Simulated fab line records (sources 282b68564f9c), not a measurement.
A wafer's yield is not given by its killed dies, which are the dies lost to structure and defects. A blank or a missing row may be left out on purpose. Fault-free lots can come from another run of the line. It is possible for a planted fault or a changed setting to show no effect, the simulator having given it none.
A struck lot beside a sound one | flow rit cmos | 45 out of 202 route steps
Sound: wafers L678.1, L678.3, L678.5. Wafers struck: L666.3, L666.4, L666.6. The cause is given at the end.
Order at every step that has rows: each side's tool, ch and its chambers, its first start. Under that, the readings that differ: sound wafers | struck wafers | difference of the means | sigmas: that difference in standard deviations of wafers without a fault.
alike: words and numbers the same on both sides, and readings whose means are apart by under 2 such deviations; not compared: readings that were withheld, readings missing a value for some wafer, numbers with overlapping values and no deviation given by the record, and bounds like >300 which may hide the same value.
Wherever a step has rows on one side only, a row that says differs or no value, or a row with sigmas, the two part there. Numbers that don't overlap but have no deviation are shown without sigmas and don't part them. Lack of a reading on every wafer of one side parts them only where that side has two or more wafers.

first, 1 step without rows for these wafers: RIT_ACTIVE_DEVELOP_10 (develop time 50 s).
RIT_ACTIVE_CD_MEAS_11 targets a cd of 1400 nm.
  sound on cd sem-02, day 5 14:41; struck on cd sem-02, day 3 01:45
  alike: cd nm
then, 1 step without rows for these wafers: RIT_ACTIVE_HARDBAKE_12 (time 60 s).
RIT_ACTIVE_ETCH_13: etches Si3N4 in SF6, stops on SiO2, time 210 s, target depth 210 nm.
  sound on rie diel-02 ch 0,2,3, day 5 14:57; struck on rie diel-01 ch 0,2,3, day 3 01:59
  alike: drypump motor current A, oes product au, throttle valve pct
  not compared: rf hours counter h
RIT_ACTIVE_STRIP_14: strips in O2, time 180 s.
  sound on plasma asher-04 ch 0, day 5 15:05; struck on plasma asher-01 ch 0,1, day 3 02:10
  reading             | sound       | struck      | difference | sigmas
  rf refl power W (W) | 9.2 8.9 8.8 | 4.7 6.4 4.2 | -3.9       | -2
  alike: drypump motor current A
  not compared: rf hours counter h
RIT_ACTIVE_CD_MEAS_90 targets a cd of 1400 nm.
  sound on cd sem-02, day 5 15:16; struck on cd sem-01, day 3 02:20
  alike: cd nm
then, 4 steps without rows for these wafers: RIT_ACTIVE_CLEAN_15 (cleans in SC1, time 600 s); RIT_ACTIVE_CLEAN_16 (cleans in dHF, time 30 s); RIT_ACTIVE_CLEAN_17 (cleans in SC2, time 600 s); RIT_FOX1_OXIDATION_00 (target thk 350.7 nm, ox time 1130 s).
RIT_FOX1_THK_MEAS_01:
  sound on film metro-01, day 5 18:15; struck on film metro-01, day 3 05:10
  alike: FOX1_OXIDE_THK
then, 1 step without rows for these wafers: RIT_FOX1_WET_ETCH_02 (etches SiO2 in BOE, target depth 350 nm, time 390 s).
RIT_FOX2_OXIDATION_00: target thk 350.7 nm, ox time 1130 s.
  sound on furnace-01 ch 0, day 5 18:30; struck on furnace-03 ch 0, day 3 05:20
  reading                                     | sound             | struck            | difference | sigmas
  model.SiO2_of_FOX2_OXIDATION_00.thk nm (nm) | 339.1 339.3 334.7 | 509.3 503.5 506.9 | +168.9     |
  model.Si3N4_of_ACTIVE_CVD_03.thk nm (nm)    | 130.8 131.2 131.2 | 130.1 129.9 129.6 | -1.2       |
  alike: spike tc centre C, zone power load pct
RIT_FOX2_THK_MEAS_01:
  sound on film metro-03, day 5 19:49; struck on film metro-03, day 3 06:40
  reading             | sound       | struck      | difference | sigmas
  FOX2_OXIDE_THK (nm) | 339 339 335 | 510 504 507 | +169       | +28
RIT_FOX2_CLEAN_02: cleans in dHF, time 180 s.
  sound on wet bench-02 ch 2, day 5 19:53; struck on wet bench-01 ch 2, day 3 06:43
  reading                                  | sound             | struck            | difference | sigmas
  model.Si3N4_of_ACTIVE_CVD_03.thk nm (nm) | 130.3 130.7 130.8 | 129.6 129.4 129.2 | -1.2       |
then, 1 step without rows for these wafers: RIT_FOX2_WET_ETCH_03 (etches Si3N4 in H3PO4, target depth 195 nm, time 2700 s).
RIT_FOX2_THK_MEAS_90:
  sound on film metro-01, day 5 20:41; struck on film metro-01, day 3 07:32
  reading                     | sound       | struck      | difference | sigmas
  FIELD_OXIDE_LEFT_1_THK (nm) | 312 312 308 | 483 477 480 | +169       | +28
then, 6 steps without rows for these wafers: RIT_NWELL_HMDS_00 (prime time 60 s); RIT_NWELL_COAT_01 (resist thk 1300 nm); RIT_NWELL_SOFTBAKE_02 (time 60 s); RIT_NWELL_EXPOSE_03 (exposes mask M2, target cd 43900 nm); RIT_NWELL_PEB_04; RIT_NWELL_DEVELOP_05 (develop time 68 s).
RIT_NWELL_OVL_MEAS_06:
  sound on overlay-01, day 5 21:56; struck on overlay-01, day 3 08:36
  alike: NWELL_OVL
then, 2 steps without rows for these wafers: RIT_NWELL_HARDBAKE_07 (time 120 s); RIT_NWELL_IMPLANT_08.
RIT_NWELL_STRIP_09: strips in O2, time 180 s.
  sound on plasma asher-01 ch 0,1, day 5 22:22; struck on plasma asher-01 ch 0,1, day 3 09:05
  alike: drypump motor current A, rf refl power W
  not compared: rf hours counter h
RIT_NWELL_TW_MEAS_10:
  sound on film metro-01, day 5 22:32; struck on film metro-04, day 3 09:17
  alike: NWELL_TW
then, 6 steps without rows for these wafers: RIT_PWELL_HMDS_00 (prime time 60 s); RIT_PWELL_COAT_01 (resist thk 1300 nm); RIT_PWELL_SOFTBAKE_02 (time 60 s); RIT_PWELL_EXPOSE_03 (exposes mask M3, target cd 43700 nm); RIT_PWELL_PEB_04; RIT_PWELL_DEVELOP_05 (develop time 68 s).
RIT_PWELL_OVL_MEAS_06:
  sound on overlay-02, day 5 23:37; struck on overlay-01, day 3 10:13
  alike: PWELL_OVL
then, 2 steps without rows for these wafers: RIT_PWELL_HARDBAKE_07 (time 120 s); RIT_PWELL_IMPLANT_08.
RIT_PWELL_STRIP_09: strips in O2, time 180 s.
  sound on plasma asher-02 ch 0,1, day 6 00:02; struck on plasma asher-04 ch 0,1, day 3 10:41
  alike: drypump motor current A, rf refl power W
  not compared: rf hours counter h
RIT_PWELL_TW_MEAS_10:
  sound on film metro-02, day 6 00:13; struck on film metro-02, day 3 10:50
  alike: PWELL_TW
then, 1 step without rows for these wafers: RIT_WELLDRIVE_ANNEAL_00 (time 14700 s).
RIT_WELLDRIVE_RS_MEAS_01: measures by four-point-probe.
  sound on film metro-04, day 6 06:14; struck on film metro-01, day 3 16:11
  alike: NWELL_RS
RIT_WELLDRIVE_RS_MEAS_02: measures by four-point-probe.
  sound on film metro-04, day 6 06:21; struck on film metro-01, day 3 16:19
  alike: PWELL_RS
RIT_FOX2_THK_MEAS_91:
  sound on film metro-01, day 6 10:14; struck on film metro-03, day 3 20:24
  reading                     | sound       | struck      | difference | sigmas
  FIELD_OXIDE_LEFT_2_THK (nm) | 244 245 240 | 414 408 412 | +168       | +27
RIT_SILICIDE_WET_ETCH_00: etches SiO2 in BOE, target depth 14 nm, time 15 s.
  sound on wet bench-02 ch 0, day 7 07:45; struck on wet bench-01 ch 1, day 4 18:39
  reading                                     | sound             | struck            | difference | sigmas
  model.SiO2_of_FOX2_OXIDATION_00.thk nm (nm) | 139.6 139.9 135.3 | 310.8 300.7 306.9 | +167.9     |
RIT_M1_PROBE_99:
  sound on prober-01, day 7 15:05; struck on prober-01, day 5 01:31
  reading                             | sound             | struck            | difference | sigmas
  model.etest.nldd.width nm (nm)      | 3214 3192 3207    | 2940 2934 2941    | -266       |
  model.etest.pldd.width nm (nm)      | 3201 3190 3188    | 2918 2949 2928    | -261       |
  model.etest.pwell.rs ohm sq         | 419.5 422.4 417.9 | 616.8 590.3 609.8 | +185.7     |
  model.etest.pplus sal.width nm (nm) | 3483 3446 3460    | 3317 3378 3316    | -126       |
  model.etest.nplus sal.width nm (nm) | 3473 3462 3457    | 3308 3377 3324    | -128       |
  model.etest.nmos narrow.drive ua um | 227.6 223 220.5   | 177.6 180.5 180.4 | -44.2      |
  model.etest.pmos narrow.drive ua um | 103.1 102.7 99.74 | 74.72 76.74 74.68 | -26.47     |
  model.etest.pldd.line ohm um        | 162.1 157.7 167.1 | 179.2 179 176.9   | +16.1      |
  alike: killed at front end, killed dies, killed open, killed short

WHERE THEY PART
Last at RIT_FOX2_THK_MEAS_91 as far as this record goes, first at RIT_ACTIVE_STRIP_14. Later steps at which nothing parts them and some readings are alike: RIT_M1_PROBE_99.

WHY: whatever the simulator had introduced
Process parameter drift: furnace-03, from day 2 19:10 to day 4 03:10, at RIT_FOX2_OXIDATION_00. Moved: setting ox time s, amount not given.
